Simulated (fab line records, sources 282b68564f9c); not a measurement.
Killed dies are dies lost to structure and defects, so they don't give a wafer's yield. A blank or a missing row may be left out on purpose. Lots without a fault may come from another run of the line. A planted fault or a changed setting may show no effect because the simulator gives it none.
Which tool did it? | flow rit_cmos | 7 lots, 21 wafers sampled, at 2 steps of a route of 202

WHAT THE GAUGES READ, wafer by wafer
RIT_GATE_OVL_MEAS_17.
lot  | measured    | on         | GATE_OVL (nm)
L619 | day 3 00:20 | overlay-01 | 0.0 -1.6 -0.5
L621 | day 3 09:40 | overlay-01 | 1.1 1.3 -0.8
L626 | day 4 14:16 | overlay-01 | 0.0 0.1 0.5
L628 | day 4 19:46 | overlay-02 | 1.7 0.5 0.2
L632 | day 5 20:23 | overlay-02 | -0.4 -0.1 1.5
L634 | day 6 02:20 | overlay-01 | 0.5 3.0 -0.1
L637 | day 6 16:46 | overlay-02 | 0.2 0.3 0.4

WHICH TOOL RAN EACH LOT (tool, then ch and the chambers of the sampled wafers, then the start)
lot  | RIT_GATE_EXPOSE_13
L619 | iline_stepper-02 ch 0, day 2 23:49
L621 | iline_stepper-02 ch 0, day 3 09:01
L626 | iline_stepper-02 ch 0, day 4 13:45
L628 | iline_stepper-01 ch 0, day 4 19:14
L632 | iline_stepper-02 ch 0, day 5 19:53
L634 | iline_stepper-01 ch 0, day 6 01:49
L637 | iline_stepper-01 ch 0, day 6 16:17
- RIT_GATE_EXPOSE_13: exposes mask M6, target cd 150 nm.

THE ANSWER, worked out from the rows above alone
Rule: what is usual is taken from the lots themselves. Put in order of their means at a reading, lots are off if they are a third of the lots or fewer, leave a main group of 4 or more, and stand apart from it by a gap of 3 or more times the standard deviation of the main group's means; of several such gaps the widest counts. A main group whose means are all the same, to the digits that the tables above print for the reading, isn't used. A lot without any number at a reading at which 4 lots or more have one is off too. The other lots that the step has rows for count as sound.
No lot is off at any reading shown: from this, nothing can be told.

WHAT THE SIMULATOR HAD PUT IN
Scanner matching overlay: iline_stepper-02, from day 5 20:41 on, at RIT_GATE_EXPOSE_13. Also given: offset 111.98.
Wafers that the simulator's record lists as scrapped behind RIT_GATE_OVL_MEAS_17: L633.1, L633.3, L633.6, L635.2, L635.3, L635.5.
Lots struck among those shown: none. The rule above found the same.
